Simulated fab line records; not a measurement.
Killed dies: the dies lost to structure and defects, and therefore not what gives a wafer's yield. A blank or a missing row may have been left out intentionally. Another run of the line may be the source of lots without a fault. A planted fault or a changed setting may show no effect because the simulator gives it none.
fab line records || flow berkeley-cmos170 || part 2 of 2: steps 30 to 40 of 40
[record] {"lots": 5, "wafers": 15, "last-day": 12}
route steps=331 shown SDANNEAL@205 PSD@206 NSD@207 PLDD@208 NLDD@209 SILICIDE@210 CONTACT@216 M1@238
lots untouched by any fault: they come from a run of this same line in which no faults occurred
start-h: hours from the record's first day to the start of the lot's first wafer shown || wait-h: hours from the lot's prior step to this one || " repeats the value in the row above || L1.1+2: a row that stands for several wafers || - either no value or no given start || * or withheld: withheld || < > ~ a bound
route shown NAME@n: NAME is a module with steps in the file, n the number in the route of the first one || usual: average and standard deviation across the fault-free wafers || same: alike in all rows || chamber/n: place in a boat || sites: per-site readings || _std_site: the values' standard deviation || _edge_site: mean of outer sites minus mean of inner sites || radius-mm: how far each site lies from the wafer's centre || mask NAME#n: copy n || behind: the most recent tool/chamber to have shaped the wafer || hold: what put the lot on hold/how long, in hours/how the hold closed || device: the n, p or np transistor that did not switch || end of line: the route-end tests of the same wafers || a step with no rows: only its recipe || killed: dies lost to structure and defects at the first sort, not the wafer's yield || map: shows each die of a wafer: x if killed, . if not, _ if none is there
set.NAME: the setting that was run; set.NAME@STEP: the one run at that earlier step || model.NAME: the simulator's own value behind a step, which no gauge read
lots seen at some steps along the route; tables by step, rows by wafer
services: a tool's chamber out of use, with start hour (start-h, from the record's first day; less than 0 if before it), hours out, and reason
[[steps]]
[step UCB170_CONTACT_ETCH_18]
[recipe] {"chemistry": "CHF3/CF4/Ar", "target": "PSG", "stop-on": "TiSi2", "CHF3_flow_sccm": 45, "cf4-flow-sccm": 15, "Ar_flow_sccm": 150, "pressure-mtorr": 200, "rf-w": 700, "target-depth-a": 8400, "over-etch-frac": 0.2, "time-s": 195}
[usual] {"drypump-motor-current-A": "5.7/0.46", "oes-product-au": "0.888/0.012", "throttle-valve-pct": "6.84/0.045"}
[same] {"time-s": 195}
{"lot.wafer": "L074.3", "tool": "rie-diel-01", "chamber": 0, "start-h": "-", "wait-h": "-", "drypump-motor-current-A": 5.4, "oes-product-au": 0.872, "rf-hours-counter-h": 28, "throttle-valve-pct": 6.83}
{"lot.wafer": "L074.5", "tool": "rie-diel-01", "chamber": 3, "start-h": "-", "wait-h": "-", "drypump-motor-current-A": 6.4, "oes-product-au": 0.877, "rf-hours-counter-h": "-", "throttle-valve-pct": 6.85}
{"lot.wafer": "L074.6", "tool": "rie-diel-01", "chamber": 0, "start-h": "-", "wait-h": "-", "drypump-motor-current-A": 5.4, "oes-product-au": 0.875, "rf-hours-counter-h": "-", "throttle-valve-pct": 6.82}
{"lot.wafer": "L075.1", "tool": "rie-diel-04", "chamber": 0, "start-h": "-", "wait-h": "-", "drypump-motor-current-A": 5.2, "oes-product-au": 0.892, "rf-hours-counter-h": 84, "throttle-valve-pct": 6.88}
{"lot.wafer": "L075.2", "tool": "rie-diel-04", "chamber": 3, "start-h": "-", "wait-h": "-", "drypump-motor-current-A": 5.5, "oes-product-au": 0.864, "rf-hours-counter-h": 120, "throttle-valve-pct": 6.89}
{"lot.wafer": "L075.6", "tool": "rie-diel-04", "chamber": 1, "start-h": "-", "wait-h": "-", "drypump-motor-current-A": 5.7, "oes-product-au": 0.865, "rf-hours-counter-h": "-", "throttle-valve-pct": 6.86}
{"lot.wafer": "L079.2", "tool": "rie-diel-01", "chamber": 0, "start-h": "-", "wait-h": "-", "drypump-motor-current-A": 5.4, "oes-product-au": 0.881, "rf-hours-counter-h": 29, "throttle-valve-pct": 6.81}
{"lot.wafer": "L079.3", "tool": "rie-diel-01", "chamber": 3, "start-h": "-", "wait-h": "-", "drypump-motor-current-A": 6.4, "oes-product-au": 0.890, "rf-hours-counter-h": 82, "throttle-valve-pct": 6.87}
{"lot.wafer": "L079.4", "tool": "rie-diel-01", "chamber": 2, "start-h": "-", "wait-h": "-", "drypump-motor-current-A": 5.3, "oes-product-au": 0.902, "rf-hours-counter-h": 1, "throttle-valve-pct": 6.81}
{"lot.wafer": "L087.3", "tool": "rie-diel-04", "chamber": 2, "start-h": "-", "wait-h": "-", "drypump-motor-current-A": 6.3, "oes-product-au": 0.900, "rf-hours-counter-h": 123, "throttle-valve-pct": 6.82}
{"lot.wafer": "L087.4", "tool": "rie-diel-04", "chamber": 3, "start-h": "-", "wait-h": "-", "drypump-motor-current-A": 5.5, "oes-product-au": 0.879, "rf-hours-counter-h": 123, "throttle-valve-pct": 6.88}
{"lot.wafer": "L087.5", "tool": "rie-diel-04", "chamber": 1, "start-h": "-", "wait-h": "-", "drypump-motor-current-A": 5.7, "oes-product-au": 0.868, "rf-hours-counter-h": "-", "throttle-valve-pct": 6.83}
{"lot.wafer": "L092.1", "tool": "rie-diel-01", "chamber": 0, "start-h": "-", "wait-h": "-", "drypump-motor-current-A": 5.4, "oes-product-au": 0.881, "rf-hours-counter-h": 33, "throttle-valve-pct": 6.81}
{"lot.wafer": "L092.3", "tool": "rie-diel-01", "chamber": 1, "start-h": "-", "wait-h": "-", "drypump-motor-current-A": 5.2, "oes-product-au": 0.899, "rf-hours-counter-h": 54, "throttle-valve-pct": 6.76}
{"lot.wafer": "L092.5", "tool": "rie-diel-01", "chamber": 3, "start-h": "-", "wait-h": "-", "drypump-motor-current-A": 6.4, "oes-product-au": 0.887, "rf-hours-counter-h": "-", "throttle-valve-pct": 6.85}
[step UCB170_CONTACT_STRIP_19]
[recipe] {"chemistry": "O2", "power-w": 400, "pressure-mtorr": 3500, "platen-temp-c": "withheld", "o2-flow-sccm": 400, "overash-fraction": 0.5}
[usual] {"drypump-motor-current-A": "5.8/0.31", "oes-product-au": "0.726/0.0042"}
{"lot.wafer": "L074.3", "tool": "plasma-asher-04", "chamber": 1, "start-h": 170.57, "wait-h": "-", "drypump-motor-current-A": 5.2, "oes-product-au": 0.730, "rf-hours-counter-h": "-"}
{"lot.wafer": "L074.5", "tool": "plasma-asher-04", "chamber": 1, "start-h": 170.57, "wait-h": "-", "drypump-motor-current-A": 5.2, "oes-product-au": 0.724, "rf-hours-counter-h": "-"}
{"lot.wafer": "L074.6", "tool": "plasma-asher-04", "chamber": 0, "start-h": 170.57, "wait-h": "-", "drypump-motor-current-A": 6.0, "oes-product-au": 0.731, "rf-hours-counter-h": "-"}
{"lot.wafer": "L075.1", "tool": "plasma-asher-04", "chamber": 1, "start-h": 185.66, "wait-h": "-", "drypump-motor-current-A": 5.2, "oes-product-au": 0.720, "rf-hours-counter-h": 48}
{"lot.wafer": "L075.2", "tool": "plasma-asher-04", "chamber": 0, "start-h": 185.66, "wait-h": "-", "drypump-motor-current-A": 6.0, "oes-product-au": 0.722, "rf-hours-counter-h": 48}
{"lot.wafer": "L075.6", "tool": "plasma-asher-04", "chamber": 1, "start-h": 185.66, "wait-h": "-", "drypump-motor-current-A": 5.2, "oes-product-au": 0.722, "rf-hours-counter-h": "-"}
{"lot.wafer": "L079.2", "tool": "plasma-asher-03", "chamber": 1, "start-h": 202.39, "wait-h": "-", "drypump-motor-current-A": 6.1, "oes-product-au": 0.731, "rf-hours-counter-h": 10}
{"lot.wafer": "L079.3", "tool": "plasma-asher-03", "chamber": 0, "start-h": 202.39, "wait-h": "-", "drypump-motor-current-A": 5.9, "oes-product-au": 0.725, "rf-hours-counter-h": "-"}
{"lot.wafer": "L079.4", "tool": "plasma-asher-03", "chamber": 1, "start-h": 202.39, "wait-h": "-", "drypump-motor-current-A": 6.0, "oes-product-au": 0.719, "rf-hours-counter-h": "-"}
{"lot.wafer": "L087.3", "tool": "plasma-asher-03", "chamber": 1, "start-h": 238.40, "wait-h": "-", "drypump-motor-current-A": 6.1, "oes-product-au": 0.728, "rf-hours-counter-h": "-"}
{"lot.wafer": "L087.4", "tool": "plasma-asher-03", "chamber": 0, "start-h": 238.40, "wait-h": "-", "drypump-motor-current-A": 5.9, "oes-product-au": 0.728, "rf-hours-counter-h": "-"}
{"lot.wafer": "L087.5", "tool": "plasma-asher-03", "chamber": 1, "start-h": 238.40, "wait-h": "-", "drypump-motor-current-A": 6.1, "oes-product-au": 0.737, "rf-hours-counter-h": "-"}
{"lot.wafer": "L092.1", "tool": "plasma-asher-02", "chamber": 1, "start-h": 275.02, "wait-h": "-", "drypump-motor-current-A": 6.1, "oes-product-au": 0.721, "rf-hours-counter-h": 56}
{"lot.wafer": "L092.3", "tool": "plasma-asher-02", "chamber": 0, "start-h": 275.02, "wait-h": "-", "drypump-motor-current-A": 5.5, "oes-product-au": 0.725, "rf-hours-counter-h": "-"}
{"lot.wafer": "L092.5", "tool": "plasma-asher-02", "chamber": 0, "start-h": 275.02, "wait-h": "-", "drypump-motor-current-A": 5.5, "oes-product-au": 0.717, "rf-hours-counter-h": "-"}
[step UCB170_CONTACT_CD_MEAS_90]
[recipe] {"target-cd-nm": 700}
[usual] {"cd-nm": "700.1/1.7"}
{"lot.wafer": "L074.3", "tool": "cd-sem-01", "chamber": "-", "start-h": 170.68, "wait-h": 0.1, "cd-nm": 698.2}
{"lot.wafer": "L074.5", "tool": "cd-sem-01", "chamber": "-", "start-h": 170.68, "wait-h": 0.1, "cd-nm": 699.1}
{"lot.wafer": "L074.6", "tool": "cd-sem-01", "chamber": "-", "start-h": 170.68, "wait-h": 0.1, "cd-nm": 699.1}
{"lot.wafer": "L075.1", "tool": "cd-sem-02", "chamber": "-", "start-h": 185.76, "wait-h": 0.1, "cd-nm": 701.7}
{"lot.wafer": "L075.2", "tool": "cd-sem-02", "chamber": "-", "start-h": 185.76, "wait-h": 0.1, "cd-nm": 702.4}
{"lot.wafer": "L075.6", "tool": "cd-sem-02", "chamber": "-", "start-h": 185.76, "wait-h": 0.1, "cd-nm": 698.9}
{"lot.wafer": "L079.2", "tool": "cd-sem-02", "chamber": "-", "start-h": 202.51, "wait-h": 0.1, "cd-nm": 701.6}
{"lot.wafer": "L079.3", "tool": "cd-sem-02", "chamber": "-", "start-h": 202.51, "wait-h": 0.1, "cd-nm": 701.1}
{"lot.wafer": "L079.4", "tool": "cd-sem-02", "chamber": "-", "start-h": 202.51, "wait-h": 0.1, "cd-nm": 701.3}
{"lot.wafer": "L087.3", "tool": "cd-sem-02", "chamber": "-", "start-h": 238.51, "wait-h": 0.1, "cd-nm": 698.8}
{"lot.wafer": "L087.4", "tool": "cd-sem-02", "chamber": "-", "start-h": 238.51, "wait-h": 0.1, "cd-nm": 699.5}
{"lot.wafer": "L087.5", "tool": "cd-sem-02", "chamber": "-", "start-h": 238.51, "wait-h": 0.1, "cd-nm": 698.7}
{"lot.wafer": "L092.1", "tool": "cd-sem-01", "chamber": "-", "start-h": 275.12, "wait-h": 0.1, "cd-nm": 700.8}
{"lot.wafer": "L092.3", "tool": "cd-sem-01", "chamber": "-", "start-h": 275.12, "wait-h": 0.1, "cd-nm": 702.2}
{"lot.wafer": "L092.5", "tool": "cd-sem-01", "chamber": "-", "start-h": 275.12, "wait-h": 0.1, "cd-nm": 700.8}
[step UCB170_CONTACT_CLEAN_20]
[recipe] {"chemistry": "SPM", "temp-c": 120, "time-s": 600}
[same] {"time-s": 600}
{"lot.wafer": "L074.3+5+6", "tool": "wet-bench-01", "chamber": 1, "start-h": 170.86, "wait-h": 0.2}
{"lot.wafer": "L075.1+2+6", "tool": "wet-bench-01", "chamber": 3, "start-h": 185.88, "wait-h": 0.1}
{"lot.wafer": "L079.2+3+4", "tool": "wet-bench-01", "chamber": 1, "start-h": 202.61, "wait-h": 0.1}
{"lot.wafer": "L087.3+4+5", "tool": "wet-bench-04", "chamber": 2, "start-h": 238.59, "wait-h": 0.1}
{"lot.wafer": "L092.1+3+5", "tool": "wet-bench-01", "chamber": 2, "start-h": 275.34, "wait-h": 0.2}
[step UCB170_M1_SPUTTER_00]
[recipe] {"material": "Al", "target-thk-nm": 600, "time-s": 80, "power-w": 6000, "chamber-pressure-pa": 0.5}
[usual] {"throttle-valve-pct": "29.9/1.1"}
[same] {"time-s": 80}
{"lot.wafer": "L074.3", "tool": "pvd-sputter-01", "chamber": "-", "start-h": 171.03, "wait-h": 0.0, "throttle-valve-pct": 30.3}
{"lot.wafer": "L074.5", "tool": "pvd-sputter-01", "chamber": "-", "start-h": 171.03, "wait-h": 0.0, "throttle-valve-pct": 30.1}
{"lot.wafer": "L074.6", "tool": "pvd-sputter-01", "chamber": "-", "start-h": 171.03, "wait-h": 0.0, "throttle-valve-pct": 29.5}
{"lot.wafer": "L075.1", "tool": "pvd-sputter-01", "chamber": "-", "start-h": 186.05, "wait-h": 0.0, "throttle-valve-pct": 30.6}
{"lot.wafer": "L075.2", "tool": "pvd-sputter-01", "chamber": "-", "start-h": 186.05, "wait-h": 0.0, "throttle-valve-pct": 31.4}
{"lot.wafer": "L075.6", "tool": "pvd-sputter-01", "chamber": "-", "start-h": 186.05, "wait-h": 0.0, "throttle-valve-pct": 30.6}
{"lot.wafer": "L079.2", "tool": "pvd-sputter-01", "chamber": "-", "start-h": 202.79, "wait-h": 0.0, "throttle-valve-pct": 29.4}
{"lot.wafer": "L079.3", "tool": "pvd-sputter-01", "chamber": "-", "start-h": 202.79, "wait-h": 0.0, "throttle-valve-pct": 31.6}
{"lot.wafer": "L079.4", "tool": "pvd-sputter-01", "chamber": "-", "start-h": 202.79, "wait-h": 0.0, "throttle-valve-pct": 30.5}
{"lot.wafer": "L087.3", "tool": "pvd-sputter-01", "chamber": "-", "start-h": 238.77, "wait-h": 0.0, "throttle-valve-pct": 30.8}
{"lot.wafer": "L087.4", "tool": "pvd-sputter-01", "chamber": "-", "start-h": 238.77, "wait-h": 0.0, "throttle-valve-pct": 31.7}
{"lot.wafer": "L087.5", "tool": "pvd-sputter-01", "chamber": "-", "start-h": 238.77, "wait-h": 0.0, "throttle-valve-pct": 31.7}
{"lot.wafer": "L092.1", "tool": "pvd-sputter-04", "chamber": "-", "start-h": 275.52, "wait-h": 0.0, "throttle-valve-pct": 30.1}
{"lot.wafer": "L092.3", "tool": "pvd-sputter-04", "chamber": "-", "start-h": 275.52, "wait-h": 0.0, "throttle-valve-pct": 29.9}
{"lot.wafer": "L092.5", "tool": "pvd-sputter-04", "chamber": "-", "start-h": 275.52, "wait-h": 0.0, "throttle-valve-pct": 29.0}
[step UCB170_M1_RS_MEAS_01]
[recipe] {"thk-meas-gauge": "four-point-probe", "reads": "Al_of_M1_SPUTTER_00"}
[usual] {"M1_AL_RS": "0.0484/0.00058"}
{"lot.wafer": "L074.3", "tool": "film-metro-03", "chamber": "-", "start-h": 171.13, "wait-h": 0.1, "M1_AL_RS[ohm/sq]": 0.0486}
{"lot.wafer": "L074.5", "tool": "film-metro-03", "chamber": "-", "start-h": 171.13, "wait-h": 0.1, "M1_AL_RS[ohm/sq]": 0.0484}
{"lot.wafer": "L074.6", "tool": "film-metro-03", "chamber": "-", "start-h": 171.13, "wait-h": 0.1, "M1_AL_RS[ohm/sq]": 0.0481}
{"lot.wafer": "L075.1", "tool": "film-metro-03", "chamber": "-", "start-h": 186.11, "wait-h": 0.0, "M1_AL_RS[ohm/sq]": 0.0492}
{"lot.wafer": "L075.2", "tool": "film-metro-03", "chamber": "-", "start-h": 186.11, "wait-h": 0.0, "M1_AL_RS[ohm/sq]": 0.0488}
{"lot.wafer": "L075.6", "tool": "film-metro-03", "chamber": "-", "start-h": 186.11, "wait-h": 0.0, "M1_AL_RS[ohm/sq]": 0.0493}
{"lot.wafer": "L079.2", "tool": "film-metro-01", "chamber": "-", "start-h": 202.87, "wait-h": 0.1, "M1_AL_RS[ohm/sq]": 0.0486}
{"lot.wafer": "L079.3", "tool": "film-metro-01", "chamber": "-", "start-h": 202.87, "wait-h": 0.1, "M1_AL_RS[ohm/sq]": 0.0483}
{"lot.wafer": "L079.4", "tool": "film-metro-01", "chamber": "-", "start-h": 202.87, "wait-h": 0.1, "M1_AL_RS[ohm/sq]": 0.0481}
{"lot.wafer": "L087.3", "tool": "film-metro-04", "chamber": "-", "start-h": 238.87, "wait-h": 0.1, "M1_AL_RS[ohm/sq]": 0.0488}
{"lot.wafer": "L087.4", "tool": "film-metro-04", "chamber": "-", "start-h": 238.87, "wait-h": 0.1, "M1_AL_RS[ohm/sq]": 0.0483}
{"lot.wafer": "L087.5", "tool": "film-metro-04", "chamber": "-", "start-h": 238.87, "wait-h": 0.1, "M1_AL_RS[ohm/sq]": 0.0486}
{"lot.wafer": "L092.1", "tool": "film-metro-01", "chamber": "-", "start-h": 275.58, "wait-h": 0.0, "M1_AL_RS[ohm/sq]": 0.0483}
{"lot.wafer": "L092.3", "tool": "film-metro-01", "chamber": "-", "start-h": 275.58, "wait-h": 0.0, "M1_AL_RS[ohm/sq]": 0.0473}
{"lot.wafer": "L092.5", "tool": "film-metro-01", "chamber": "-", "start-h": 275.58, "wait-h": 0.0, "M1_AL_RS[ohm/sq]": 0.0485}
[step UCB170_M1_THK_MEAS_02]
[recipe] {"thk-meas-gauge": "xrf", "reads": "Al_of_M1_SPUTTER_00"}
[usual] {"M1_AL_THK": "594/10"}
{"lot.wafer": "L074.3", "tool": "film-metro-03", "chamber": "-", "start-h": 171.23, "wait-h": 0.1, "M1_AL_THK[nm]": 590}
{"lot.wafer": "L074.5", "tool": "film-metro-03", "chamber": "-", "start-h": 171.23, "wait-h": 0.1, "M1_AL_THK[nm]": 590}
{"lot.wafer": "L074.6", "tool": "film-metro-03", "chamber": "-", "start-h": 171.23, "wait-h": 0.1, "M1_AL_THK[nm]": 598}
{"lot.wafer": "L075.1", "tool": "film-metro-03", "chamber": "-", "start-h": 186.23, "wait-h": 0.1, "M1_AL_THK[nm]": 583}
{"lot.wafer": "L075.2", "tool": "film-metro-03", "chamber": "-", "start-h": 186.23, "wait-h": 0.1, "M1_AL_THK[nm]": 585}
{"lot.wafer": "L075.6", "tool": "film-metro-03", "chamber": "-", "start-h": 186.23, "wait-h": 0.1, "M1_AL_THK[nm]": 580}
{"lot.wafer": "L079.2", "tool": "film-metro-01", "chamber": "-", "start-h": 202.98, "wait-h": 0.1, "M1_AL_THK[nm]": 584}
{"lot.wafer": "L079.3", "tool": "film-metro-01", "chamber": "-", "start-h": 202.98, "wait-h": 0.1, "M1_AL_THK[nm]": 587}
{"lot.wafer": "L079.4", "tool": "film-metro-01", "chamber": "-", "start-h": 202.98, "wait-h": 0.1, "M1_AL_THK[nm]": 586}
{"lot.wafer": "L087.3", "tool": "film-metro-04", "chamber": "-", "start-h": 238.97, "wait-h": 0.1, "M1_AL_THK[nm]": 598}
{"lot.wafer": "L087.4", "tool": "film-metro-04", "chamber": "-", "start-h": 238.97, "wait-h": 0.1, "M1_AL_THK[nm]": 603}
{"lot.wafer": "L087.5", "tool": "film-metro-04", "chamber": "-", "start-h": 238.97, "wait-h": 0.1, "M1_AL_THK[nm]": 602}
{"lot.wafer": "L092.1", "tool": "film-metro-01", "chamber": "-", "start-h": 275.70, "wait-h": 0.1, "M1_AL_THK[nm]": 588}
{"lot.wafer": "L092.3", "tool": "film-metro-01", "chamber": "-", "start-h": 275.70, "wait-h": 0.1, "M1_AL_THK[nm]": 599}
{"lot.wafer": "L092.5", "tool": "film-metro-01", "chamber": "-", "start-h": 275.70, "wait-h": 0.1, "M1_AL_THK[nm]": 583}
[step UCB170_M1_COAT_03]
[recipe] {"resist": "BARC", "temp-c": "withheld", "time-s": "withheld", "spin-rpm": 3000, "resist-thk-nm": "withheld"}
{"lot.wafer": "L074.3+5+6", "tool": "litho-track-04", "chamber": 0, "start-h": 171.32, "wait-h": 0.1}
{"lot.wafer": "L075.1+2+6", "tool": "litho-track-02", "chamber": 0, "start-h": 186.30, "wait-h": 0.1}
{"lot.wafer": "L079.2+3+4", "tool": "litho-track-02", "chamber": 0, "start-h": 203.09, "wait-h": 0.1}
{"lot.wafer": "L087.3+4+5", "tool": "litho-track-04", "chamber": 0, "start-h": 239.06, "wait-h": 0.1}
{"lot.wafer": "L092.1+3+5", "tool": "litho-track-02", "chamber": 0, "start-h": 275.85, "wait-h": 0.1}
[step UCB170_M1_COAT_04]
[recipe] {"resist": "KrF", "spin-rpm": 1500, "resist-thk-nm": 900}
{"lot.wafer": "L074.3+5+6", "tool": "litho-track-04", "chamber": 0, "start-h": "-", "wait-h": "-"}
{"lot.wafer": "L075.1+2+6", "tool": "litho-track-02", "chamber": 0, "start-h": "-", "wait-h": "-"}
{"lot.wafer": "L079.2+3+4", "tool": "litho-track-02", "chamber": 0, "start-h": "-", "wait-h": "-"}
{"lot.wafer": "L087.3+4+5", "tool": "litho-track-04", "chamber": 0, "start-h": "-", "wait-h": "-"}
{"lot.wafer": "L092.1+3+5", "tool": "litho-track-02", "chamber": 0, "start-h": "-", "wait-h": "-"}
[step UCB170_M1_SOFTBAKE_05]
[recipe] {"resist": "KrF", "temp-c": 130, "time-s": 60}
[same] {"time-s": 60}
{"lot.wafer": "L074.3+5+6", "tool": "litho-track-04", "chamber": 0, "start-h": "-", "wait-h": "-"}
{"lot.wafer": "L075.1+2+6", "tool": "litho-track-02", "chamber": 0, "start-h": "-", "wait-h": "-"}
{"lot.wafer": "L079.2+3+4", "tool": "litho-track-02", "chamber": 0, "start-h": "-", "wait-h": "-"}
{"lot.wafer": "L087.3+4+5", "tool": "litho-track-04", "chamber": 0, "start-h": "-", "wait-h": "-"}
{"lot.wafer": "L092.1+3+5", "tool": "litho-track-02", "chamber": 0, "start-h": "-", "wait-h": "-"}
[step UCB170_M1_EXPOSE_06]
[recipe] {"mask-id": "METAL1", "target-cd-nm": 700, "na": 0.5, "sigma-outer": 0.6, "source-shape": "conventional", "dose-mj": 21}
[usual] {"exposure-dose-mJ-cm2": "20.991/0.019", "reticle-temp-C": "23.00/0.098"}
{"lot.wafer": "L074.3", "tool": "krf-scanner-01", "chamber": 0, "start-h": 171.76, "wait-h": "-", "mask": "METAL1#0", "exposure-dose-mJ-cm2": 20.994, "reticle-temp-C": 23.04}
{"lot.wafer": "L074.5", "tool": "krf-scanner-01", "chamber": 0, "start-h": 171.76, "wait-h": "-", "mask": "METAL1#0", "exposure-dose-mJ-cm2": 20.994, "reticle-temp-C": 23.23}
{"lot.wafer": "L074.6", "tool": "krf-scanner-01", "chamber": 0, "start-h": 171.76, "wait-h": "-", "mask": "METAL1#0", "exposure-dose-mJ-cm2": 20.992, "reticle-temp-C": 23.09}
{"lot.wafer": "L075.1", "tool": "krf-scanner-02", "chamber": 0, "start-h": 186.88, "wait-h": "-", "mask": "METAL1#0", "exposure-dose-mJ-cm2": 21.001, "reticle-temp-C": 23.03}
{"lot.wafer": "L075.2", "tool": "krf-scanner-02", "chamber": 0, "start-h": 186.88, "wait-h": "-", "mask": "METAL1#0", "exposure-dose-mJ-cm2": 21.012, "reticle-temp-C": 22.91}
{"lot.wafer": "L075.6", "tool": "krf-scanner-02", "chamber": 0, "start-h": 186.88, "wait-h": "-", "mask": "METAL1#0", "exposure-dose-mJ-cm2": 21.000, "reticle-temp-C": 22.98}
{"lot.wafer": "L079.2", "tool": "krf-scanner-02", "chamber": 0, "start-h": 203.69, "wait-h": "-", "mask": "METAL1#0", "exposure-dose-mJ-cm2": 20.996, "reticle-temp-C": 23.01}
{"lot.wafer": "L079.3", "tool": "krf-scanner-02", "chamber": 0, "start-h": 203.69, "wait-h": "-", "mask": "METAL1#0", "exposure-dose-mJ-cm2": 21.003, "reticle-temp-C": 23.23}
{"lot.wafer": "L079.4", "tool": "krf-scanner-02", "chamber": 0, "start-h": 203.69, "wait-h": "-", "mask": "METAL1#0", "exposure-dose-mJ-cm2": 21.011, "reticle-temp-C": 23.00}
{"lot.wafer": "L087.3", "tool": "krf-scanner-02", "chamber": 0, "start-h": 239.62, "wait-h": "-", "mask": "METAL1#0", "exposure-dose-mJ-cm2": 20.998, "reticle-temp-C": 23.13}
{"lot.wafer": "L087.4", "tool": "krf-scanner-02", "chamber": 0, "start-h": 239.62, "wait-h": "-", "mask": "METAL1#0", "exposure-dose-mJ-cm2": 20.993, "reticle-temp-C": 22.80}
{"lot.wafer": "L087.5", "tool": "krf-scanner-02", "chamber": 0, "start-h": 239.62, "wait-h": "-", "mask": "METAL1#0", "exposure-dose-mJ-cm2": 21.008, "reticle-temp-C": 23.10}
{"lot.wafer": "L092.1", "tool": "krf-scanner-01", "chamber": 0, "start-h": 276.30, "wait-h": "-", "mask": "METAL1#0", "exposure-dose-mJ-cm2": 21.004, "reticle-temp-C": 23.05}
{"lot.wafer": "L092.3", "tool": "krf-scanner-01", "chamber": 0, "start-h": 276.30, "wait-h": "-", "mask": "METAL1#0", "exposure-dose-mJ-cm2": 20.984, "reticle-temp-C": 23.12}
{"lot.wafer": "L092.5", "tool": "krf-scanner-01", "chamber": 0, "start-h": 276.30, "wait-h": "-", "mask": "METAL1#0", "exposure-dose-mJ-cm2": 20.980, "reticle-temp-C": 23.17}
[[services]]
{"tool": "krf-scanner-02", "chamber": "-", "start-h": 141.58, "hours": 1.3, "kind": "pm"}
{"tool": "krf-scanner-02", "chamber": "-", "start-h": 143.09, "hours": 3.7, "kind": "repair"}
{"tool": "rie-diel-04", "chamber": 2, "start-h": 147.64, "hours": 6.9, "kind": "repair"}
{"tool": "lpcvd-01", "chamber": "-", "start-h": 150.53, "hours": 1.2, "kind": "repair"}
{"tool": "wet-bench-01", "chamber": "-", "start-h": 165.25, "hours": 0.6, "kind": "repair"}
{"tool": "pvd-sputter-02", "chamber": "-", "start-h": 175.94, "hours": 1.8, "kind": "repair"}
{"tool": "krf-scanner-02", "chamber": "-", "start-h": 177.84, "hours": 0.8, "kind": "pm"}
{"tool": "krf-scanner-01", "chamber": "-", "start-h": 190.13, "hours": 1.3, "kind": "pm"}
{"tool": "rtp-anneal-01", "chamber": "-", "start-h": 197.39, "hours": 4.6, "kind": "pm"}
{"tool": "krf-scanner-01", "chamber": "-", "start-h": 206.91, "hours": 4.0, "kind": "pm"}
{"tool": "krf-scanner-02", "chamber": "-", "start-h": 213.12, "hours": 1.0, "kind": "pm"}
{"tool": "krf-scanner-01", "chamber": "-", "start-h": 218.02, "hours": 1.0, "kind": "pm"}
{"tool": "krf-scanner-02", "chamber": "-", "start-h": 224.20, "hours": 4.4, "kind": "pm"}
{"tool": "pvd-sputter-03", "chamber": "-", "start-h": 224.56, "hours": 1.0, "kind": "repair"}
{"tool": "pvd-sputter-04", "chamber": "-", "start-h": 229.91, "hours": 3.8, "kind": "repair"}
{"tool": "krf-scanner-02", "chamber": "-", "start-h": 230.34, "hours": 0.2, "kind": "repair"}
{"tool": "krf-scanner-01", "chamber": "-", "start-h": 231.60, "hours": 0.8, "kind": "pm"}
{"tool": "rie-diel-04", "chamber": 0, "start-h": 238.58, "hours": 2.1, "kind": "repair"}
{"tool": "rie-diel-01", "chamber": 0, "start-h": 241.82, "hours": 2.2, "kind": "repair"}
{"tool": "lpcvd-01", "chamber": "-", "start-h": 247.48, "hours": 6.1, "kind": "pm"}
{"tool": "rie-diel-01", "chamber": 2, "start-h": 247.67, "hours": 15.2, "kind": "repair"}
{"tool": "krf-scanner-02", "chamber": "-", "start-h": 274.78, "hours": 1.0, "kind": "repair"}
{"tool": "krf-scanner-02", "chamber": "-", "start-h": 275.11, "hours": 0.4, "kind": "repair"}
{"tool": "krf-scanner-02", "chamber": "-", "start-h": 275.72, "hours": 7.4, "kind": "repair"}
